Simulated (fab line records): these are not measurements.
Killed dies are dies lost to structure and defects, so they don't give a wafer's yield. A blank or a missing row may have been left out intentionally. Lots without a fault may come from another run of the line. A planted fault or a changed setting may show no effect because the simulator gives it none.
2 desks looking at one fault | flow berkeley_cmos170 | only its own numbers are on each desk; what lay behind them is given at the end

## THE METROLOGY DESK
Means of the sampled wafers that have a number, per lot and without regard to the tool the lot ran on: this is what the gauges read. The brackets show how far a lot's mean lies from the usual mean; more than 4 standard deviations puts the lot out of limits, marked OUT.
Columns: A = CONTACT_OVL at UCB170_CONTACT_OVL_MEAS_16, usual -2 nm; B = cd_nm at UCB170_M2_CD_MEAS_90, usual 702 nm; C = cd_nm at UCB170_V2_CD_MEAS_12, usual 700.1 nm
lot  | first seen here | A  | B   | C
L430 | day 7 08:20     | 8  | 700 | 698.7
L432 | day 7 18:27     | 9  | 706 | 701.8
L433 | day 8 03:25     | -2 | 700 | 699.4
L435 | day 8 09:35     | -9 | 702 | 700.7
L436 | day 8 22:50     | -8 | 700 | 699.3
L437 | day 8 23:07     | 2  | 705 | 697.6
L440 | day 9 01:34     | -0 | 701 | 698.4
L438 | day 9 01:49     | -3 | 703 | 699.6
L442 | day 9 22:16     | 8  | 705 | 701.1
L441 | day 9 23:14     | -3 | 699 | 701.7
L443 | day 10 00:36    | -1 | 705 | 700.8
L447 | day 10 16:23    | -4 | 704 | 698.3
L453 | day 11 11:27    | -3 | 703 | 699.9
L451 | day 11 11:49    | -3 | 700 | 700.6
Finding of this desk: none of the 14 lots has anything out of limits.

## FOR THE TOOL OWNER'S DESK: implanter-04
For each lot that ran on this tool, the mean over its sampled wafers that have a number, from the tool's own readings at UCB170_NWELL_IMPLANT_14. The brackets show how far a lot's mean lies from the usual mean; more than 4 standard deviations puts the lot out of limits, marked OUT.
Columns: A = faraday_current_uA at UCB170_NWELL_IMPLANT_14, usual 31.8; B = tilt_deg at UCB170_NWELL_IMPLANT_14, usual 7.001 degrees
lot  | first seen here | A    | B
L430 | day 2 02:19     | 32.1 | 7.009
L433 | day 2 23:11     | 31.8 | 7.013
L440 | day 4 10:43     | 32.3 | 6.997
L447 | day 6 02:17     | 31.7 | 6.995
L451 | day 6 18:09     | 32.3 | 6.599 (-22) OUT
L453 | day 7 03:30     | 31.8 | 6.605 (-22) OUT
This desk finds L451, L453 out of limits, L451 being first, at day 6 18:09 (tilt_deg at UCB170_NWELL_IMPLANT_14). L430, L433, L440, L447: within limits.

## ALL TOGETHER
At day 6 18:09, on L451, L453, the tool owner's desk was in a position to raise an alarm.
Nothing out of limits was seen by the metrology desk.
The metrology desk has L451, L453 on record, within its limits.
UCB170_NWELL_IMPLANT_14 was run on implanter-04 by each of the lots named.

## WHAT THE SIMULATOR HAD INSERTED
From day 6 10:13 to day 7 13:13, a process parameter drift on implanter-04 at UCB170_NWELL_IMPLANT_14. The setting tilt_deg was moved by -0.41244, starting from 7. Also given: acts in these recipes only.
Shown lots that were struck: L451, L453.
Each desk's first reading out of limits, in hours after the fault started: the tool owner's desk, 8.
